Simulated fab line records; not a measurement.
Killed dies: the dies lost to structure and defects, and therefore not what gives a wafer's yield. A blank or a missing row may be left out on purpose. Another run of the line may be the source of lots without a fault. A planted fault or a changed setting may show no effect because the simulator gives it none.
Problem report, 8D (eight disciplines) form, completed by code	flow berkeley_cmos170	the parts of the form that need people (team, actions taken, sign-off) are left out

1. WHAT IS WRONG
Wafers free of any fault read 2339 (standard deviation 17) for PSD_TW at UCB170_PSD_TW_MEAS_10, against a mean of 2156 on 6 wafers of 2 lots. That is -11 standard deviations from the usual mean.
First observed at day 10 05:55: wafer L814.3, on film_metro-02. The record holds 42 wafers of 14 lots with a number at this step. The rule behind "out" and "out of limits": a value lying over 4 standard deviations away from the usual mean. The other wafers with a number count as sound.

2. WHAT IT IS AND WHAT IT IS NOT
question	is	is not
which readings at this step	PSD_TW	-
which lots	L814, L816	L798, L799, L800, L801, L803, L804, L805, L806, L817, L818, L819, L820
which wafers of those lots	all that have a number	-
read on which gauges	film_metro-02, film_metro-04	film_metro-03
when	from day 10 05:55	up to then (24 sound wafers); but 12 sound wafers of L817, L818, L819, L820 came after

3. WHAT RULES OUT EACH SUSPECT
Counting: a tool at any process step up to the reading remains a suspect when it ran all the lots that are out and ran no sound lot after the first of those.
- the gauge at UCB170_PSD_TW_MEAS_10: ruled out. Those wafers that are out were read across 2 gauges (film_metro-02, film_metro-04).
- implanter-04 at UCB170_PSD_IMPLANT_08: kept. It processed each lot that is out, first L814 at day 10 05:42, and no sound lot thereafter; up to then, the last sound lot it processed was L806 at day 8 06:46. Its own beam_energy_keV readings are out on those wafers.
- plasma_asher-04 at UCB170_PSD_STRIP_09 (strips in O2): ruled out as a lasting fault. The sound lots L820 went through it after L814, its earliest lot that is out (day 10 05:50).
Left after counting: implanter-04 at UCB170_PSD_IMPLANT_08.

4. THE CAUSE (what the simulator had put in)
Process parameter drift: implanter-04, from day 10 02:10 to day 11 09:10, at UCB170_PSD_IMPLANT_08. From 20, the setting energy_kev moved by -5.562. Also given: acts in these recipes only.
The count eliminated every tool but this one.

5. THE CHAIN OF EFFECTS, in route order
Each row: a reading whose mean over the struck wafers that have a number lies more than 3 standard deviations from the usual. Only readings for which the record gives a usual standard deviation are gone through. hours: the time from each lot's start at the first step in this table that gives one to its start at this step, as a median over the lots. sigmas: the change in usual standard deviations.
hours	step	reading	usual	on struck wafers	change	sigmas
0	UCB170_PSD_IMPLANT_08	beam_energy_keV	20.000	14.440	-5.560	-99 or more
0	UCB170_PSD_STRIP_09	oes_product_au	0.600 a.u.	0.635	+0.035	+8.1
0	UCB170_PSD_STRIP_09	strip_time_to_endpoint_s	29.46 s	26.98	-2.48	-29
0	UCB170_PSD_TW_MEAS_10	PSD_TW	2339	2156	-183	-11
4	UCB170_SDANNEAL_RS_MEAS_02	PSD_RS	75.4 ohm/sq	79.2	+3.8	+12
It contains these process steps:
- UCB170_PSD_IMPLANT_08
- UCB170_PSD_STRIP_09: strips in O2.
Later steps that measure or inspect, where all struck wafers having a row at the step show a number for every such reading and not one has moved that far: UCB170_NSD_TW_MEAS_10.

6. HOW IT WOULD HAVE BEEN CAUGHT EARLIER
Counted from the fault's start at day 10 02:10, it took 4 hours until the first out-of-limits reading at a measuring or inspecting step in this record, taken at day 10 05:55.
At UCB170_PSD_IMPLANT_08, the tool's own readings (beam_energy_keV) were out on each struck wafer the step has a row for, so an alarm limit on them would have fired on the first such wafer.
L816, from the lots that are out (2), started UCB170_PSD_IMPLANT_08 on implanter-04 later than day 10 05:55. Had the tool been put on hold then, it would have been spared.
